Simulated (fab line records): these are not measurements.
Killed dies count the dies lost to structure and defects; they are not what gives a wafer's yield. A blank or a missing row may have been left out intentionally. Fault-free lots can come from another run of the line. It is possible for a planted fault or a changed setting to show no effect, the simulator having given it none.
2 desks looking at one fault -- flow rit cmos -- every desk sees just its own numbers, and what lay behind them comes last

== FOR THE TOOL OWNER'S DESK: litho track-01 ==
The tool's own readings at RIT_PRETRO_COAT_01 (resist thk 1300 nm): means of the sampled wafers that have a number, for each lot that ran on this tool. The brackets show how far a lot's mean lies from the usual mean; more than 4 standard deviations puts the lot out of limits, marked OUT.
Columns: A = spin speed rpm at RIT_PRETRO_COAT_01, usual 2000.0 rpm
lot,first seen here,A
L498,day 3 22:40,2000.3
L502,day 4 18:02,1857.4 (-99 or more) OUT
L504,day 5 03:50,1857.3 (-99 or more) OUT
This desk finds L502, L504 out of limits, L502 being first, at day 4 18:02 (spin speed rpm at RIT_PRETRO_COAT_01). In limits: L498.

== AT THE METROLOGY DESK ==
What the gauges read, lot by lot, whatever tool the lot ran on: means of the sampled wafers that have a number. The brackets show how far a lot's mean lies from the usual mean; more than 4 standard deviations puts the lot out of limits, marked OUT.
Columns: A = NRETRO_OVL at RIT_NRETRO_OVL_MEAS_06, usual 0.7 nm; B = NRETRO_TW at RIT_NRETRO_TW_MEAS_10, usual 1054; C = PRETRO_OVL at RIT_PRETRO_OVL_MEAS_06, usual 2.1 nm
lot,first seen here,A,B,C
L493,day 2 20:55,0.5,1062,2.0
L498,day 3 21:51,1.0,1040,2.6
L502,day 4 17:11,-3.4,1046,2.7
L504,day 5 02:57,-1.3,1058,1.5
L509,day 6 05:30,-0.0,1057,1.9
L511,day 6 15:04,-0.1,1060,1.4
Finding of this desk: none of the 6 lots has anything out of limits.

== BROUGHT TOGETHER ==
The tool owner's desk could have raised an alarm at day 4 18:02, on L502, L504.
At the metrology desk, nothing out of limits was observed.
The metrology desk has L502, L504 on record, within its limits.
RIT_PRETRO_COAT_01 was run on litho track-01 by each of the lots named.

== WHAT HAD BEEN PUT IN BY THE SIMULATOR ==
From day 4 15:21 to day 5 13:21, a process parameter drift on litho track-01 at RIT_PRETRO_COAT_01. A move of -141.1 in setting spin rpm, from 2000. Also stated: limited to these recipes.
Shown lots that were struck: L502, L504.
Time in hours from fault onset to the first out-of-limits reading at each desk: the tool owner's desk, 3.
